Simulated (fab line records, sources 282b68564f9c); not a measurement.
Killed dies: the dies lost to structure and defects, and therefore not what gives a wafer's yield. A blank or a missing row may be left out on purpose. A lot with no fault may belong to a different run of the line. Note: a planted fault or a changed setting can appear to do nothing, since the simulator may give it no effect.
One fault seen from 2 desks | flow rit cmos | each desk holds nothing but its own numbers, with what lay behind them at the end

== FOR THE TOOL OWNER'S DESK: pvd sputter-02 ==
The tool's own readings at RIT_M1_SPUTTER_00 (material Al, target thk 400 nm, time 500 s): means of the sampled wafers that have a number, for each lot that ran on this tool. If a lot's mean is further than 4 standard deviations from the usual mean, the lot is out of limits and carries the mark OUT (the distance appears in the brackets).
Columns: A = cathode dc power W at RIT_M1_SPUTTER_00, usual 2000.0 W; B = throttle valve pct at RIT_M1_SPUTTER_00, usual 30.3 %
lot  | first seen here | A      | B
L274 | day 4 18:30     | 1999.8 | 30.1
L278 | day 5 16:47     | 2000.1 | 30.6
This desk's finding: nothing out of limits on any of the 2 lots.

== METROLOGY DESK ==
What the gauges read, lot by lot, whatever tool the lot ran on: means of the sampled wafers that have a number. If a lot's mean is further than 4 standard deviations from the usual mean, the lot is out of limits and carries the mark OUT (the distance appears in the brackets). Shown here are 7 of its 9 readings, the ones lying furthest out on some lot.
Columns: A = cd nm at RIT_CONTACT_CD_MEAS_08, usual 999.5 nm; B = CONTACT_OVL at RIT_CONTACT_OVL_MEAS_09, usual -0.2 nm; C = cd nm at RIT_CONTACT_CD_MEAS_90, usual 999.4 nm; D = M1_AL_RS at RIT_M1_RS_MEAS_01, usual 0.0735 ohm/sq; E = M1_AL_THK at RIT_M1_THK_MEAS_02, usual 399 nm; F = cd nm at RIT_M1_CD_MEAS_09, usual 2601.0 nm; G = M1_OVL at RIT_M1_OVL_MEAS_10, usual 0.2 nm
lot  | first seen here | A      | B    | C      | D      | E   | F      | G
L274 | day 4 17:23     | 998.4  | -0.1 | 998.3  | 0.0734 | 401 | 2600.8 | -0.3
L276 | day 4 20:53     | 997.4  | -0.7 | 997.8  | 0.0732 | 399 | 2602.5 | 1.1
L278 | day 5 15:36     | 1000.8 | 0.7  | 1000.5 | 0.0725 | 404 | 2601.7 | 1.0
L282 | day 6 02:35     | 999.6  | -2.2 | 999.3  | 0.0733 | 396 | 2598.8 | 0.4
L284 | day 6 11:22     | 1000.0 | -1.8 | 999.7  | 0.0746 | 394 | 2600.0 | 0.8
This desk's finding: nothing out of limits on any of the 5 lots.

== PUT TOGETHER ==
The desk of the tool owner found nothing out of limits.
Metrology desk: nothing out of limits seen.

== WHAT THE SIMULATOR HAD PUT IN ==
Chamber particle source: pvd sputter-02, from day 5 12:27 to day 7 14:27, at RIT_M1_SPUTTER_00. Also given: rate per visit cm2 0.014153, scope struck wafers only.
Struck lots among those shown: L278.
